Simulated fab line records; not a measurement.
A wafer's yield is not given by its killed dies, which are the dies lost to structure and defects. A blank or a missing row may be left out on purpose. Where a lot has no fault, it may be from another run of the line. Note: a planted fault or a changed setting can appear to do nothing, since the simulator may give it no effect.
A struck lot beside a sound one + flow rit-cmos + 15 out of 202 route steps
Sound: the wafers L710.1, L710.2, L710.6. The struck wafers were L722.2, L722.4, L722.6. Last of all comes the cause.
Each step with rows lists, per side, the tool, then ch with its chambers, then its first start. Under that, the readings that differ: sound wafers + struck wafers + difference of the means + sigmas: that difference in standard deviations of wafers without a fault.
alike: a reading whose means differ by less than 2 such deviations, as well as words and numbers matching on both sides. not compared: withheld readings; readings where some wafer has no value; bounds like >300 that might hide an equal value; numbers whose values overlap and for which the record gives no deviation.
Wherever a step has rows on one side only, a row that says differs or no value, or a row with sigmas, the two part there. When numbers do not overlap yet have no deviation, they are printed without sigmas and do not part them. A reading missing from all wafers of one side parts the sides only when that side holds two or more wafers.

RIT_NWELL_TW_MEAS_10:
  sound: film-metro-02 at day 3 23:16; struck: film-metro-04 at day 6 10:51
  alike: NWELL_TW
then, 6 steps without rows for these wafers: RIT_PWELL_HMDS_00 (prime time 60 s); RIT_PWELL_COAT_01 (resist thk 1300 nm); RIT_PWELL_SOFTBAKE_02 (time 60 s); RIT_PWELL_EXPOSE_03 (exposes mask M3, target cd 43700 nm); RIT_PWELL_PEB_04; RIT_PWELL_DEVELOP_05 (develop time 68 s).
RIT_PWELL_OVL_MEAS_06:
  sound: overlay-01 at day 4 00:19; struck: overlay-01 at day 6 12:07
  alike: PWELL_OVL
then, 2 steps without rows for these wafers: RIT_PWELL_HARDBAKE_07 (time 120 s); RIT_PWELL_IMPLANT_08.
RIT_PWELL_STRIP_09: strips in O2, time 180 s.
  sound on plasma-asher-04 ch 0,1, day 4 00:46; struck on plasma-asher-04 ch 0,1, day 6 12:32
  alike: drypump-motor-current-A
  not compared: rf-hours-counter-h
RIT_PWELL_TW_MEAS_10:
  sound: film-metro-02 at day 4 00:56; struck: film-metro-04 at day 6 12:44
| reading  | sound       | struck      | difference | sigmas |
|----------|-------------|-------------|------------|--------|
| PWELL_TW | 959 960 958 | 938 931 932 | -25        | -2     |
RIT_WELLDRIVE_ANNEAL_00: time 14700 s.
  sound on furnace-04 ch 0, day 4 01:08; struck on furnace-01 ch 0, day 6 18:38
| reading                   | sound    | struck   | difference | sigmas |
|---------------------------|----------|----------|------------|--------|
| zone-power-source-pct (%) | 37 37 37 | 46 46 46 | +9         | +2     |
  alike: tube_center_temp_C_max
RIT_WELLDRIVE_RS_MEAS_01: measures by four-point-probe.
  sound: film-metro-03 at day 4 06:13; struck: film-metro-04 at day 6 23:44
  alike: NWELL_RS
RIT_M1_PROBE_99:
  sound: prober-02 at day 5 10:47; struck: prober-02 at day 8 06:58
  alike: killed-at-front-end, killed-dies, killed-open, killed-short

## WHERE THEY PART
At RIT_PWELL_TW_MEAS_10 first; at RIT_WELLDRIVE_ANNEAL_00 last (within this record only). Later steps at which nothing parts them and some readings are alike: RIT_WELLDRIVE_RS_MEAS_01, RIT_M1_PROBE_99.

WHY: what had been put in by the simulator
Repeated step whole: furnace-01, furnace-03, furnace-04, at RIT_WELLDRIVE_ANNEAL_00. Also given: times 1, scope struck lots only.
